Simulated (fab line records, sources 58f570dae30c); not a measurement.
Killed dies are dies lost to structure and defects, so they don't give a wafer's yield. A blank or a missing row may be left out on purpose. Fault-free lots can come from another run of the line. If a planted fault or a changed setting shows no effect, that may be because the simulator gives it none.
Which of the tools did it? / flow berkeley_cmos170 / 7 lots, 21 wafers sampled, at 3 steps of a route of 331

== WHAT THE GAUGES SHOWED, per wafer ==
UCB170_NWELL_TW_MEAS_16.
lot=L843; measured=day 2 19:49; on=film_metro-01; NWELL_TW=1249 1247 1244
lot=L849; measured=day 4 07:41; on=film_metro-02; NWELL_TW=1249 1250 1251
lot=L852; measured=day 5 01:10; on=film_metro-01; NWELL_TW=1257 1257 1268
lot=L853; measured=day 5 01:31; on=film_metro-03; NWELL_TW=1252 1255 1248
lot=L854; measured=day 5 17:28; on=film_metro-01; NWELL_TW=1254 1254 1254
lot=L863; measured=day 7 03:37; on=film_metro-01; NWELL_TW=1153 1148 1150 1152 1148 1141
lot=L865; measured=day 7 11:58; on=film_metro-01; NWELL_TW=1241 1243 1242

== TOOL THAT RAN EACH LOT (tool first, then ch and the chambers of the sampled wafers, then the start) ==
lot=L843; UCB170_NWELL_IMPLANT_14=implanter-03 ch 0, day 2 19:34; UCB170_NWELL_STRIP_15=plasma_asher-01 ch 0,1, day 2 19:43
lot=L849; UCB170_NWELL_IMPLANT_14=implanter-03 ch 0, day 4 07:28; UCB170_NWELL_STRIP_15=plasma_asher-01 ch 0,1, day 4 07:36
lot=L852; UCB170_NWELL_IMPLANT_14=implanter-01 ch 0, day 5 00:57; UCB170_NWELL_STRIP_15=plasma_asher-03 ch 0,1, day 5 01:05
lot=L853; UCB170_NWELL_IMPLANT_14=implanter-03 ch 0, day 5 01:16; UCB170_NWELL_STRIP_15=plasma_asher-03 ch 0,1, day 5 01:25
lot=L854; UCB170_NWELL_IMPLANT_14=implanter-01 ch 0, day 5 17:14; UCB170_NWELL_STRIP_15=plasma_asher-03 ch 0,1, day 5 17:22
lot=L863; UCB170_NWELL_IMPLANT_14=implanter-03 ch 0, day 7 03:22; UCB170_NWELL_STRIP_15=plasma_asher-01 ch 0,1, day 7 03:31
lot=L865; UCB170_NWELL_IMPLANT_14=implanter-04 ch 0, day 7 11:43; UCB170_NWELL_STRIP_15=plasma_asher-01 ch 0,1, day 7 11:52
- UCB170_NWELL_IMPLANT_14
- UCB170_NWELL_STRIP_15: strips in O2.

== THE ANSWER, worked out from the rows above alone ==
Rule: usual is defined by the lots themselves. The widest of any qualifying gaps counts: lots, ordered by their means at a reading, are off when they make up no more than a third of the lots, leave a main group of 4 or more, and stand apart from it by 3 or more times the standard deviation of that group's means. A main group whose means are all the same, to the digits that the tables above print for the reading, isn't used. A lot without any number at a reading at which 4 lots or more have one is off too. The other lots that the step has rows for count as sound.
Off: at UCB170_NWELL_TW_MEAS_16 (NWELL_TW), L863. The main group has a mean of 1251 with a standard deviation of 5.8.
If a tool, at a process step before that reading, ran all the lots that are off and no sound lot after the first of them, it fits. The gauges at UCB170_NWELL_TW_MEAS_16 are tried like those tools. One fits: UCB170_NWELL_IMPLANT_14 on implanter-03. Its last sound lot is L853 (day 5 01:16), its first lot that is off L863 (day 7 03:22): a fault that began between those two fits.

== WHAT WAS PUT IN BY THE SIMULATOR ==
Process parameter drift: implanter-03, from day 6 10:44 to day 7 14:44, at UCB170_NWELL_IMPLANT_14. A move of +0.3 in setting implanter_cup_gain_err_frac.
Lots struck among those shown: L863. The rule given above showed the same thing.
